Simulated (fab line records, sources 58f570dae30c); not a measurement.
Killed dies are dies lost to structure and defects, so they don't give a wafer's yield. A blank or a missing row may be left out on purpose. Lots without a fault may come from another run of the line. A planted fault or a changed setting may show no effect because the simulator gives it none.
Chamber matching | flow berkeley_cmos170 | UCB170_V1_CMP_02 on cmp-02: 4 sister chambers
The step polishes SiO2. 27 wafers are shown with their chamber, then 12 later ones without.

WAFERS WITH THEIR CHAMBER
wafer  | chamber | motor_current_A (A)
L075.2 | 3       | 15.6
L075.4 | 0       | 15.9
L075.6 | 1       | 21.9
L076.3 | 0       | 15.9
L076.5 | 2       | 14.7
L076.6 | 1       | 22.3
L078.1 | 3       | 15.6
L078.5 | 3       | 14.8
L078.6 | 2       | 14.7
L079.1 | 1       | 21.4
L079.2 | 0       | 15.4
L079.5 | 3       | 15.5
L081.3 | 0       | 15.7
L081.5 | 0       | 14.9
L081.6 | 3       | 15.1
L083.3 | 1       | 21.2
L083.4 | 3       | 15.3
L083.5 | 2       | 15.8
L084.3 | 0       | 15.7
L084.4 | 1       | 21.9
L084.6 | 2       | 15.2
L086.1 | 2       | 14.4
L086.3 | 3       | 16.1
L086.5 | 0       | 15.6
L087.1 | 2       | 14.5
L087.3 | 3       | 15.1
L087.4 | 0       | 16.4

SIGNATURES (means of the wafers above)
reading         | chamber 0 | chamber 1 | chamber 2 | chamber 3 | scatter within a chamber
motor_current_A | 15.688    | 21.740    | 14.883    | 15.387    | 0.447
Rule: a wafer's distance from a chamber is the root of the sum, over the readings, of the square of ((its reading less the chamber's mean) divided by the reading's scatter). The wafer belongs to the nearest chamber; if the next one is less than 2 further off, it can't be placed. The scatter: the root of (the sum of the squares of (reading less its chamber's mean) over the shown wafers, divided by (wafers less chambers)).

WAFERS WITHOUT THEIR CHAMBER
wafer  | motor_current_A (A)
L090.3 | 15.8
L090.5 | 16.1
L090.6 | 14.7
L091.2 | 15.2
L091.5 | 15.5
L091.6 | 22.0
L096.3 | 16.0
L096.4 | 21.1
L096.5 | 15.8
L097.2 | 15.4
L097.4 | 20.9
L097.6 | 16.3

WHICH CHAMBER EACH WENT THROUGH
wafer  | from the rows above          | in truth
L090.3 | can't be placed: 0 or 3 or 2 | 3
L090.5 | can't be placed: 0 or 3 or 2 | 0
L090.6 | can't be placed: 2 or 3 or 0 | 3
L091.2 | can't be placed: 3 or 2 or 0 | 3
L091.5 | can't be placed: 3 or 0 or 2 | 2
L091.6 | 1                            | 1
L096.3 | can't be placed: 0 or 3 or 2 | 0
L096.4 | 1                            | 1
L096.5 | can't be placed: 0 or 3 or 2 | 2
L097.2 | can't be placed: 3 or 0 or 2 | 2
L097.4 | 1                            | 1
L097.6 | can't be placed: 0 or 3 or 2 | 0
Placed correctly: 3 of 12. Can't be placed from these rows: 9 (the true chamber is among the candidates in 9). Placed wrongly: 0.
